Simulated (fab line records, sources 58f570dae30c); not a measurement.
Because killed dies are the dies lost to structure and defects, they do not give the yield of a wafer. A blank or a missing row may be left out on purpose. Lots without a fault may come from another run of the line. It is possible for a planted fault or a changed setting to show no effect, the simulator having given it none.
Which tool was responsible? | flow berkeley_cmos170 | 14 lots with 41 wafers sampled at 4 steps, on a route of 331 steps

== WHAT THE GAUGES READ, wafer by wafer ==
UCB170_M2_CD_MEAS_90 targets a cd of 700 nm. Usual: 702 nm for cd_nm, sd 3.5.
lot  | measured     | on        | cd_nm (nm)  | flag
L243 | day 7 12:53  | cd_sem-01 | 697 697 696 |
L242 | day 7 13:55  | cd_sem-01 | 697 702 701 |
L245 | day 7 20:29  | cd_sem-02 | 697 697 695 |
L244 | day 7 20:43  | cd_sem-02 | 703 695 696 |
L252 | day 9 15:17  | cd_sem-01 | 708 703 703 |
L250 | day 9 17:11  | cd_sem-01 | 708 704 709 |
L251 | day 9 17:32  | cd_sem-02 | 702 708     |
L254 | day 10 05:50 | cd_sem-02 | 703 707 699 |
L255 | day 10 12:53 | cd_sem-02 | 700 702 706 |
L257 | day 11 02:42 | cd_sem-01 | 699 697 701 |
L259 | day 11 17:35 | cd_sem-02 | 703 701 700 |
L261 | day 12 00:13 | cd_sem-01 | 697 703 701 |
L262 | day 12 02:49 | cd_sem-02 | 703 704 703 |
L264 | day 12 20:28 | cd_sem-01 | 700 702 702 |

UCB170_V2_OVL_MEAS_13. Usual: for V2_OVL the level is -2 nm and the standard deviation is 5.3.
lot  | measured     | on         | V2_OVL (nm) | flag
L243 | day 7 14:55  | overlay-01 | -1 -7 -7    |
L242 | day 7 15:59  | overlay-01 | 10 4 10     |
L245 | day 7 22:24  | overlay-02 | -1 -6 -9    |
L244 | day 7 22:46  | overlay-02 | 0 -5 -4     |
L252 | day 9 17:37  | overlay-02 | -6 -6 1     |
L250 | day 9 19:46  | overlay-01 | -4 -3 -3    |
L251 | day 9 20:03  | overlay-01 | -1 -3       |
L254 | day 10 08:13 | overlay-01 | -2 -6 -4    |
L255 | day 10 14:50 | overlay-01 | -4 -1 -2    |
L257 | day 11 05:19 | overlay-01 | -11 -15 -11 |
L259 | day 11 19:53 | overlay-01 | -5 -8 -6    |
L261 | day 12 02:49 | overlay-02 | -1 -2 4     |
L262 | day 12 05:59 | overlay-02 | -13 -12 -10 |
L264 | day 12 23:32 | overlay-02 | 2 -8 -7     |

UCB170_M3_BOW_MEAS_20. Usual: for M3_BOW the level is 35 um and the standard deviation is 6.8.
lot  | measured     | on            | M3_BOW (um) | flag
L243 | day 7 18:08  | film_metro-04 | 33 36 39    |
L242 | day 7 19:12  | film_metro-04 | 45 36 37    |
L245 | day 8 01:24  | film_metro-04 | 50 32 29    |
L244 | day 8 01:56  | film_metro-01 | 34 43 35    |
L252 | day 9 21:13  | film_metro-04 | 52 36 23    |
L250 | day 9 23:25  | film_metro-02 | 45 31 32    |
L251 | day 9 23:43  | film_metro-01 | 38 45       |
L254 | day 10 12:09 | film_metro-02 | 41 40 40    |
L255 | day 10 18:16 | film_metro-02 | 43 39 26    |
L257 | day 11 08:53 | film_metro-02 | 39 43 34    |
L259 | day 12 03:07 | film_metro-01 | 47 31 37    |
L261 | day 12 05:47 | film_metro-02 | 38 41 38    |
L262 | day 12 09:38 | film_metro-04 | 33 28 30    |
L264 | day 13 03:10 | film_metro-02 | 38 28 35    |

== WHAT TOOL EACH LOT RAN ON (gives the tool, then ch and the chambers of the sampled wafers, and finally the start) ==
lot  | UCB170_M3_METAL_ETCH_18
L243 | rie_metal-01 ch 0,1, day 7 17:44
L242 | rie_metal-03 ch 0,1, day 7 18:46
L245 | rie_metal-03 ch 0,1, day 8 00:59
L244 | rie_metal-02 ch 0, day 8 01:30
L252 | rie_metal-01 ch 0,1, day 9 20:49
L250 | rie_metal-02 ch 0,1, day 9 22:59
L251 | rie_metal-01 ch 0,1, day 9 23:22
L254 | rie_metal-02 ch 0,1, day 10 11:44
L255 | rie_metal-02 ch 0,1, day 10 17:53
L257 | rie_metal-02 ch 0,1, day 11 08:28
L259 | rie_metal-03 ch 1, day 12 02:34
L261 | rie_metal-02 ch 0,1, day 12 05:23
L262 | rie_metal-02 ch 0,1, day 12 09:13
L264 | rie_metal-02 ch 0, day 13 02:46
- UCB170_M3_METAL_ETCH_18: etches Al in Cl2/BCl3, stops on SiO2, target depth 1170 nm, time 195 s.

== WHAT THE TOOLS THEMSELVES READ (means of the sampled wafers that have a number; where no wafer has one, the mark that the record gives instead) ==
UCB170_M3_METAL_ETCH_18. Usual: drypump_motor_current_A 5.9 A, standard deviation 0.41; he_backside_leak_sccm 3.44 sccm, standard deviation 0.16; oes_product_au 0.855 a.u., standard deviation 0.014; throttle_valve_pct 24.39 %, standard deviation 0.18.
lot  | tool         | drypump_motor_current_A (A) | he_backside_leak_sccm (sccm) | oes_product_au (a.u.) | throttle_valve_pct (%) | flag
L243 | rie_metal-01 | 5.6                         | 3.38                         | 0.862                 | 24.50                  |
L242 | rie_metal-03 | 5.7                         | 3.30                         | 0.852                 | 24.32                  |
L245 | rie_metal-03 | 5.7                         | 3.35                         | 0.853                 | 24.31                  |
L244 | rie_metal-02 | 6.6                         | 3.57                         | 0.831                 | 24.60                  |
L252 | rie_metal-01 | 5.6                         | 3.32                         | 0.851                 | 24.50                  |
L250 | rie_metal-02 | 6.4                         | 3.54                         | 0.850                 | 24.43                  |
L251 | rie_metal-01 | 5.6                         | 3.41                         | 0.843                 | 24.51                  |
L254 | rie_metal-02 | 6.0                         | 3.45                         | 0.865                 | 24.27                  |
L255 | rie_metal-02 | 6.0                         | 3.42                         | 0.867                 | 24.28                  |
L257 | rie_metal-02 | 6.0                         | 3.48                         | 0.860                 | 24.28                  |
L259 | rie_metal-03 | 5.6                         | 3.28                         | 0.853                 | 24.30                  |
L261 | rie_metal-02 | 6.0                         | 3.57                         | 0.859                 | 24.27                  |
L262 | rie_metal-02 | 6.3                         | 3.62                         | 0.855                 | 24.43                  |
L264 | rie_metal-02 | 6.6                         | 3.58                         | 0.841                 | 24.58                  |

== THE ANSWER, worked out from the rows above alone ==
Rule: a lot counts as off when the mean over its wafers that have a number is more than 3 standard deviations away from the usual mean. Also off: a lot with no number at a reading for which 4 or more lots have one. All remaining lots with rows at the step are treated as sound. After the gauges, taken in route order, come the tools' own readings; for these a lot's mean is taken, as printed above. The first step at which some lot is off is used, and at that step the reading that is off furthest; a lot without a number counts as furthest.
No lot is off on any of the readings shown, so nothing can be concluded from this.

== WHAT THE SIMULATOR HAD PUT IN ==
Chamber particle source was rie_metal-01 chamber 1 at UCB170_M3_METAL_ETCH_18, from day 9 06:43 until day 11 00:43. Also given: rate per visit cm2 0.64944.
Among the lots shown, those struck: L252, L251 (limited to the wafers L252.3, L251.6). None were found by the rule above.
